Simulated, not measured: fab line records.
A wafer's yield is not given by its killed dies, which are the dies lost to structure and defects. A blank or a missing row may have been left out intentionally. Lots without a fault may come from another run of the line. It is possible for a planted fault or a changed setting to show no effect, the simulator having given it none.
The tool behind it: which one? / flow rit cmos / 45 wafers sampled from 15 lots at 1 step of a route of 202

== WHAT THE GAUGES READ, wafer by wafer ==
No reading from a measuring or inspecting step in the record can be judged against a usual standard deviation.

== EACH LOT AND THE TOOL THAT RAN IT (in order: tool; ch and the chambers of the sampled wafers; start) ==
lot=L507; RIT_M1_DEVELOP_08=litho track-03 ch 0, day 3 18:00
lot=L509; RIT_M1_DEVELOP_08=litho track-04 ch 0, day 4 03:00
lot=L510; RIT_M1_DEVELOP_08=litho track-04 ch 0, day 4 08:00
lot=L513; RIT_M1_DEVELOP_08=litho track-03 ch 0, day 4 23:00
lot=L514; RIT_M1_DEVELOP_08=litho track-03 ch 0, day 5 03:00
lot=L517; RIT_M1_DEVELOP_08=litho track-01 ch 0, day 5 18:00
lot=L519; RIT_M1_DEVELOP_08=litho track-01 ch 0, day 6 06:00
lot=L520; RIT_M1_DEVELOP_08=litho track-03, day 6 13:00
lot=L521; RIT_M1_DEVELOP_08=litho track-04, day 6 14:00
lot=L522; RIT_M1_DEVELOP_08=litho track-01, day 6 20:00
lot=L523; RIT_M1_DEVELOP_08=litho track-01 ch 0, day 7 06:00
lot=L525; RIT_M1_DEVELOP_08=litho track-03 ch 0, day 7 14:00
lot=L526; RIT_M1_DEVELOP_08=litho track-03 ch 0, day 7 18:00
lot=L527; RIT_M1_DEVELOP_08=litho track-03 ch 0, day 7 19:00
lot=L528; RIT_M1_DEVELOP_08=litho track-03 ch 0, day 8 01:00
- RIT_M1_DEVELOP_08: develop time 68 s.

== AS READ BY THE TOOLS THEMSELVES (means over the sampled wafers that have a number; for cases with no such wafer, the mark the record gives instead) ==
RIT_M1_DEVELOP_08. Usual: chill plate temp C 22.98 C, standard deviation 0.1.
lot=L507; tool=litho track-03; chill plate temp C (C)=22.91; flag=
lot=L509; tool=litho track-04; chill plate temp C (C)=23.11; flag=
lot=L510; tool=litho track-04; chill plate temp C (C)=22.96; flag=
lot=L513; tool=litho track-03; chill plate temp C (C)=22.95; flag=
lot=L514; tool=litho track-03; chill plate temp C (C)=22.91; flag=
lot=L517; tool=litho track-01; chill plate temp C (C)=22.99; flag=
lot=L519; tool=litho track-01; chill plate temp C (C)=23.04; flag=
lot=L520; tool=litho track-03; chill plate temp C (C)=-; flag=OFF
lot=L521; tool=litho track-04; chill plate temp C (C)=-; flag=OFF
lot=L522; tool=litho track-01; chill plate temp C (C)=-; flag=OFF
lot=L523; tool=litho track-01; chill plate temp C (C)=23.02; flag=
lot=L525; tool=litho track-03; chill plate temp C (C)=23.13; flag=
lot=L526; tool=litho track-03; chill plate temp C (C)=23.01; flag=
lot=L527; tool=litho track-03; chill plate temp C (C)=23.01; flag=
lot=L528; tool=litho track-03; chill plate temp C (C)=22.93; flag=

== THE ANSWER, worked out from the rows above alone ==
Rule: a lot is off if the mean of its wafers that have a number lies more than 3 standard deviations from the usual mean. A lot without any number at a reading at which 4 lots or more have one is off too. All remaining lots with rows at the step are treated as sound. Order of review: gauges by route order, followed by the tools' own readings, for which a lot's mean as printed above is used. The first step at which some lot is off is used, and at that step the reading that is off furthest; a lot without a number counts as furthest.
Off: L520, L521, L522, at RIT_M1_DEVELOP_08 (chill plate temp C). Without a number there: L520, L521, L522.
If a tool, at that step or one of the process steps before it, ran each lot that is off and ran no sound lot following the first of them, it fits. None of those tried fits.

== WHAT THE SIMULATOR PUT IN ==
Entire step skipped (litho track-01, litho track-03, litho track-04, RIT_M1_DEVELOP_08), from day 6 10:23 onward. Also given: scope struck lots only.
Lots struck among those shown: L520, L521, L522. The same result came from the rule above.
